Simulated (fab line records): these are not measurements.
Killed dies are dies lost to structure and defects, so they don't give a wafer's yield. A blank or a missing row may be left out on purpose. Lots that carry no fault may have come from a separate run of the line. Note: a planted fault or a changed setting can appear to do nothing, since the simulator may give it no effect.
Which tool is to blame? / flow berkeleyCmos170 / 21 wafers sampled from 7 lots at 1 step of a route of 331

== WHAT THE GAUGES SHOWED, per wafer ==
UCB170_START_THK_MEAS_03.
lot=L810; measured=day 2 01:29; on=filmMetro-03; START_OXIDE_THK (nm)=20.5 20.4 20.5
lot=L812; measured=day 2 12:22; on=filmMetro-02; START_OXIDE_THK (nm)=20.7 20.3 20.6
lot=L815; measured=day 3 03:19; on=filmMetro-04; START_OXIDE_THK (nm)=20.0 20.2 20.3
lot=L820; measured=day 4 00:26; on=filmMetro-03; START_OXIDE_THK (nm)=20.6 20.5 20.8
lot=L824; measured=day 5 01:24; on=filmMetro-04; START_OXIDE_THK (nm)=20.5 20.8 20.8
lot=L829; measured=day 5 21:46; on=filmMetro-03; START_OXIDE_THK (nm)=19.4 20.3 19.8
lot=L831; measured=day 6 09:01; on=filmMetro-02; START_OXIDE_THK (nm)=20.3 20.0 20.2

== EACH LOT AND THE TOOL THAT RAN IT (in order: tool; ch and the chambers of the sampled wafers; start) ==
No process step before these readings appears in the record.

== THE ANSWER, worked out from the rows above alone ==
Rule: what is usual is taken from the lots themselves. The widest of any qualifying gaps counts: lots, ordered by their means at a reading, are off when they make up no more than a third of the lots, leave a main group of 4 or more, and stand apart from it by 3 or more times the standard deviation of that group's means. A main group whose means are all the same, to the digits that the tables above print for the reading, isn't used. Also off: a lot with no number at a reading for which 4 or more lots have one. Where the step has rows for the other lots, those lots are counted as sound.
Nothing can be told from this: no lot is off at any reading shown.

== WHAT THE SIMULATOR PUT IN ==
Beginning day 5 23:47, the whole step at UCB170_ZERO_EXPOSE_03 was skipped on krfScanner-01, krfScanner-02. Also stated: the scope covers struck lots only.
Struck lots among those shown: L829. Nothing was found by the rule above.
